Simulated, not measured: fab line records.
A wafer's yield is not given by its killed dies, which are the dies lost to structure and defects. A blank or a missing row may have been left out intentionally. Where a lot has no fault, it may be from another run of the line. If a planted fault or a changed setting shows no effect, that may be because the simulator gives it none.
fab line records -- flow ritCmos
record lots=13, wafers=39, lastDay=8
route steps=202 shown NLDD@111 M1@202
lots untouched by any fault: they come from a run of this same line in which no faults occurred
startH: the number of hours between the record's first day and the start of the first shown wafer of the lot -- waitH: how many hours have passed since the lot's step before this one -- " as in the row above -- L1.1+2: one row covering several wafers at once -- - no value, or no start was given -- * or withheld: withheld -- < > ~ a bound
route shown NAME@n: NAME is a module with steps in the file, n the number in the route of the first one -- usual: mean/standard deviation of fault-free wafers -- same: alike in all rows -- chamber/n: place in a boat -- sites: readings site by site -- _std_site: how widely they spread, as a standard deviation -- _edge_site: mean of outer sites minus mean of inner sites -- radiusMm: how far each site lies from the wafer's centre -- mask NAME#n: copy n -- behind: the tool/chamber that last shaped the wafer -- hold: the reason the lot was held/the length of the hold in hours/how it ended -- device: the n, p or np transistor that did not switch -- end of line: the same wafers' tests at the end of the route -- a step given without rows: its recipe and nothing more -- killed: dies that structure and defects cost at the first sort, which is not the same as the wafer's yield -- map: the dies of a wafer, with x for killed, . for not killed, _ for no die there
set.NAME: the setting the step ran with; set.NAME@STEP: the setting that earlier step ran with -- model.NAME: the simulator's own value behind a step, which no gauge read
one table for each step of the route and one row for each wafer, over a sample of lots
services: from which hour (startH, from the record's first day; less than 0 if before it) a tool's chamber was out of use, for how many hours, and why
## steps
# step RIT_NLDD_IMPLANT_08
# recipe species=P, energyKev=20, doseCm2=5e+14, tiltDeg=7
# usual beamEnergyKeV=20.000/0.0062
lot.wafer,tool,chamber,startH,waitH,beamEnergyKeV
L548.1,implanter-04,0,48.31,0.1,20.008
L548.2,implanter-04,0,48.31,0.1,20.007
L548.4,implanter-04,0,48.31,0.1,20.008
L549.2,implanter-02,0,48.59,0.1,19.997
L549.4,implanter-02,0,48.59,0.1,19.992
L549.6,implanter-02,0,48.59,0.1,19.997
L550.4,implanter-03,0,56.63,0.1,20.000
L550.5,implanter-03,0,56.63,0.1,20.001
L550.6,implanter-03,0,56.63,0.1,20.003
L551.1,implanter-02,0,59.11,0.1,20.013
L551.4,implanter-02,0,59.11,0.1,20.000
L551.6,implanter-02,0,59.11,0.1,20.002
L555.1,implanter-02,0,82.73,0.1,19.996
L555.3,implanter-02,0,82.73,0.1,19.999
L555.4,implanter-02,0,82.73,0.1,20.003
L556.4,implanter-04,0,90.45,0.1,16.917
L556.5,implanter-04,0,90.45,0.1,16.914
L556.6,implanter-04,0,90.45,0.1,16.923
L558.2,implanter-04,0,96.05,0.1,16.914
L558.4,implanter-04,0,96.05,0.1,16.923
L558.5,implanter-04,0,96.05,0.1,16.919
L560.3,implanter-02,0,107.71,0.1,19.987
L560.5,implanter-02,0,107.71,0.1,19.999
L560.6,implanter-02,0,107.71,0.1,19.994
L564.1,implanter-02,0,125.02,0.1,20.001
L564.2,implanter-02,0,125.02,0.1,19.998
L564.3,implanter-02,0,125.02,0.1,20.001
L565.1,implanter-02,0,130.37,0.1,19.994
L565.3,implanter-02,0,130.37,0.1,20.006
L565.4,implanter-02,0,130.37,0.1,19.999
L568.3,implanter-03,0,147.82,0.1,20.000
L568.5,implanter-03,0,147.82,0.1,20.006
L568.6,implanter-03,0,147.82,0.1,20.009
L570.1,implanter-02,0,167.27,0.1,19.999
L570.3,implanter-02,0,167.27,0.1,19.995
L570.6,implanter-02,0,167.27,0.1,19.993
L571.1,implanter-02,0,172.09,0.1,20.000
L571.2,implanter-02,0,172.09,0.1,19.991
L571.3,implanter-02,0,172.09,0.1,20.004
# step RIT_NLDD_TW_MEAS_10
# usual NLDD_TW=2497/18
lot.wafer,tool,chamber,startH,waitH,hold,NLDD_TW
L548.1,filmMetro-03,-,48.63,0.1,-,2465
L548.2,filmMetro-03,-,48.63,0.1,-,2472
L548.4,filmMetro-03,-,48.63,0.1,-,2467
L549.2,filmMetro-01,-,48.90,0.1,-,2490
L549.4,filmMetro-01,-,48.90,0.1,-,2496
L549.6,filmMetro-01,-,48.90,0.1,-,2494
L550.4,filmMetro-04,-,56.91,0.1,-,2519
L550.5,filmMetro-04,-,56.91,0.1,-,2527
L550.6,filmMetro-04,-,56.91,0.1,-,2519
L551.1,filmMetro-03,-,59.43,0.1,-,2489
L551.4,filmMetro-03,-,59.43,0.1,-,2489
L551.6,filmMetro-03,-,59.43,0.1,-,2464
L555.1,filmMetro-03,-,83.06,0.1,-,2475
L555.3,filmMetro-03,-,83.06,0.1,-,2467
L555.4,filmMetro-03,-,83.06,0.1,-,2489
L556.4,filmMetro-04,-,90.73,0.1,awaitDispo/0.2h/release,2384
L556.5,filmMetro-04,-,90.73,0.1,awaitDispo/0.2h/release,2382
L556.6,filmMetro-04,-,90.73,0.1,awaitDispo/0.2h/release,2386
L556.4,filmMetro-04,-,90.96,0.2,-,2385
L556.5,filmMetro-04,-,90.96,0.2,-,2380
L556.6,filmMetro-04,-,90.96,0.2,-,2371
L558.2,filmMetro-04,-,96.36,0.1,awaitDispo/0.2h/release,2391
L558.4,filmMetro-04,-,96.36,0.1,awaitDispo/0.2h/release,2403
L558.5,filmMetro-04,-,96.36,0.1,awaitDispo/0.2h/release,2406
L558.2,filmMetro-04,-,96.59,0.2,-,2421
L558.4,filmMetro-04,-,96.59,0.2,-,2403
L558.5,filmMetro-04,-,96.59,0.2,-,2409
L560.3,filmMetro-01,-,108.01,0.1,-,2506
L560.5,filmMetro-01,-,108.01,0.1,-,2503
L560.6,filmMetro-01,-,108.01,0.1,-,2504
L564.1,filmMetro-03,-,125.34,0.1,-,2496
L564.2,filmMetro-03,-,125.34,0.1,-,2495
L564.3,filmMetro-03,-,125.34,0.1,-,2496
L565.1,filmMetro-04,-,130.70,0.1,-,2515
L565.3,filmMetro-04,-,130.70,0.1,-,2520
L565.4,filmMetro-04,-,130.70,0.1,-,2512
L568.3,filmMetro-01,-,148.12,0.1,-,2493
L568.5,filmMetro-01,-,148.12,0.1,-,2489
L568.6,filmMetro-01,-,148.12,0.1,-,2506
L570.1,filmMetro-04,-,167.60,0.1,-,2516
L570.3,filmMetro-04,-,167.60,0.1,-,2516
L570.6,filmMetro-04,-,167.60,0.1,-,2520
L571.1,filmMetro-04,-,172.41,0.1,-,2520
L571.2,filmMetro-04,-,172.41,0.1,-,2507
L571.3,filmMetro-04,-,172.41,0.1,-,2519
# step RIT_SDANNEAL_RS_MEAS_07
# recipe thkMeasGauge=four-point-probe
# usual NLDD_RS=151.6/0.5
lot.wafer,tool,chamber,startH,waitH,hold,NLDD_RS[ohm/sq]
L548.1,filmMetro-03,-,56.68,0.1,-,150.7
L548.2,filmMetro-03,-,56.68,0.1,-,151.1
L548.4,filmMetro-03,-,56.68,0.1,-,151.0
L549.2,filmMetro-03,-,58.01,0.1,-,151.0
L549.4,filmMetro-03,-,58.01,0.1,-,151.1
L549.6,filmMetro-03,-,58.01,0.1,-,150.6
L550.4,filmMetro-01,-,64.67,0.1,-,151.1
L550.5,filmMetro-01,-,64.67,0.1,-,151.6
L550.6,filmMetro-01,-,64.67,0.1,-,150.8
L551.1,filmMetro-03,-,67.20,0.1,-,151.5
L551.4,filmMetro-03,-,67.20,0.1,-,152.0
L551.6,filmMetro-03,-,67.20,0.1,-,151.6
L555.1,filmMetro-04,-,92.03,0.1,-,151.5
L555.3,filmMetro-04,-,92.03,0.1,-,151.2
L555.4,filmMetro-04,-,92.03,0.1,-,151.2
L556.4,filmMetro-04,-,106.39,0.1,awaitDispo/0.2h/release,154.8
L556.5,filmMetro-04,-,106.39,0.1,awaitDispo/0.2h/release,154.4
L556.6,filmMetro-04,-,106.39,0.1,awaitDispo/0.2h/release,153.8
L556.4,filmMetro-04,-,106.67,0.3,-,154.8
L556.5,filmMetro-04,-,106.67,0.3,-,154.7
L556.6,filmMetro-04,-,106.67,0.3,-,153.9
L558.2,filmMetro-03,-,108.17,0.1,awaitDispo/0.2h/release,154.7
L558.4,filmMetro-03,-,108.17,0.1,awaitDispo/0.2h/release,154.2
L558.5,filmMetro-03,-,108.17,0.1,awaitDispo/0.2h/release,154.7
L558.2,filmMetro-03,-,108.47,0.3,-,154.4
L558.4,filmMetro-03,-,108.47,0.3,-,154.5
L558.5,filmMetro-03,-,108.47,0.3,-,154.8
L560.3,filmMetro-01,-,115.81,0.1,-,151.9
L560.5,filmMetro-01,-,115.81,0.1,-,152.2
L560.6,filmMetro-01,-,115.81,0.1,-,151.7
L564.1,filmMetro-01,-,135.11,0.1,-,150.2
L564.2,filmMetro-01,-,135.11,0.1,-,150.9
L564.3,filmMetro-01,-,135.11,0.1,-,151.5
L565.1,filmMetro-01,-,138.72,0.1,-,151.8
L565.3,filmMetro-01,-,138.72,0.1,-,151.8
L565.4,filmMetro-01,-,138.72,0.1,-,151.9
L568.3,filmMetro-04,-,156.12,0.1,-,151.7
L568.5,filmMetro-04,-,156.12,0.1,-,152.3
L568.6,filmMetro-04,-,156.12,0.1,-,152.1
L570.1,filmMetro-01,-,175.53,0.1,-,151.2
L570.3,filmMetro-01,-,175.53,0.1,-,151.3
L570.6,filmMetro-01,-,175.53,0.1,-,151.3
L571.1,filmMetro-01,-,180.26,0.1,-,152.7
L571.2,filmMetro-01,-,180.26,0.1,-,152.3
L571.3,filmMetro-01,-,180.26,0.1,-,152.9
# step RIT_M1_PROBE_99
# usual killedAtContacts=0.1/0.23, killedAtFrontEnd=7/3, killedDies=7/3, killedOpen=3.3/1.8, killedShort=3.3/2.2
# same grossDies=264, killed_at_M0_to_M3=0, killed_at_M4_up=0, killedAtBackSide=0, killedAtOther=0
lot.wafer,tool,chamber,startH,waitH,killedAtContacts,killedAtFrontEnd,killedDies,killedOpen,killedShort
L556.4,prober-02,-,116.17,0.2,0,7,7,3,4
L556.5,prober-02,-,116.22,0.2,0,9,9,4,5
L556.6,prober-02,-,116.27,0.2,0,5,5,2,3
L558.2,prober-02,-,117.90,0.1,0,6,6,4,2
L558.4,prober-02,-,118.00,0.2,0,8,8,5,3
L558.5,prober-02,-,118.05,0.2,0,8,8,2,6
L568.3,prober-02,-,163.10,0.2,0,8,8,4,4
L568.5,prober-02,-,163.20,0.2,0,12,12,4,8
L568.6,prober-02,-,163.25,0.2,0,7,7,4,3
# killed by level:class
L556.4 GATE:geometricParticle:open=3 FOX1:geometricParticle:short=1 GATE:geometricParticle:short=1 SPACER:geometricParticle:short=1 SILICIDE:geometricParticle:short=1
L556.5 GATE:geometricParticle:short=3 FOX1:geometricParticle:open=1 FOX2:geometricParticle:short=1 GATE:geometricParticle:open=1 SPACER:geometricParticle:open=1 SILICIDE:geometricParticle:short=1 SILICIDE:geometricParticle:open=1
L556.6 GATE:geometricParticle:short=2 GATE:geometricParticle:open=2 SPACER:geometricParticle:short=1
L558.2 REOX:geometricParticle:open=2 FOX1:geometricParticle:short=1 FOX1:geometricParticle:open=1 GATE:geometricParticle:short=1 GATE:geometricParticle:open=1
L558.4 GATE:geometricParticle:short=2 SPACER:geometricParticle:open=2 FOX1:geometricParticle:open=1 GATE:geometricParticle:open=1 REOX:geometricParticle:open=1 SPACER:geometricParticle:short=1
L558.5 GATE:geometricParticle:short=3 FOX2:geometricParticle:short=2 FOX1:geometricParticle:open=1 FOX1:geometricParticle:short=1 GATE:geometricParticle:open=1
L568.3 REOX:geometricParticle:short=2 FOX1:geometricParticle:open=1 FOX2:geometricParticle:short=1 FOX2:geometricParticle:open=1 GATE:geometricParticle:short=1 SPACER:geometricParticle:open=1 SILICIDE:geometricParticle:open=1
L568.5 GATE:geometricParticle:short=5 FOX1:geometricParticle:open=2 REOX:geometricParticle:short=2 REOX:geometricParticle:open=2 FOX1:geometricParticle:short=1
L568.6 SPACER:geometricParticle:open=2 FOX1:geometricParticle:open=1 FOX2:geometricParticle:short=1 SPACER:geometricParticle:short=1 SILICIDE:geometricParticle:short=1 SILICIDE:geometricParticle:open=1
## services
tool,chamber,startH,hours,kind
implanter-04,-,37.98,2.9,pm
implanter-04,-,44.98,1.8,repair
implanter-03,-,46.58,2.2,pm
implanter-02,-,57.27,1.4,repair
implanter-02,-,61.55,3.8,repair
implanter-04,-,62.62,6.2,repair
implanter-03,-,89.53,3.3,repair
implanter-03,-,106.42,7.0,repair
implanter-02,-,110.98,1.2,repair
implanter-04,-,170.35,1.8,repair
## key
firstSign step=RIT_NLDD_IMPLANT_08, reading=beamEnergyKeV, direction=down, sigmas=99+, usual=20.000, struck=16.918
effect step=RIT_NLDD_TW_MEAS_10, reading=visit, direction=added
effect step=RIT_NLDD_TW_MEAS_10, reading=NLDD_TW, direction=down, sigmas=6, usual=2497, struck=2392
effect step=RIT_SDANNEAL_RS_MEAS_07, reading=NLDD_RS, direction=up, sigmas=5.8, usual=151.6, struck=154.5
metAt RIT_NLDD_IMPLANT_08
struckLots L556,L558
testerLeftOut L556,L558
onsetBetween 48.31 90.45
fault kind=processParameterDrift, tool=implanter-04, chamber=-, onsetH=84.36, steps=RIT_NLDD_IMPLANT_08, channel=energyKev, offset=-3.0816, shape=step, endH=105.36, actsIn=theseRecipesOnly, stated=20
# testerLeftOut: of these lots the tester's yield and bins aren't shown, on N5 and GAA mostly nor the transistor test; their killed dies are dies lost to structure and defects alone, not to doping, threshold or leakage, so they don't give the yield
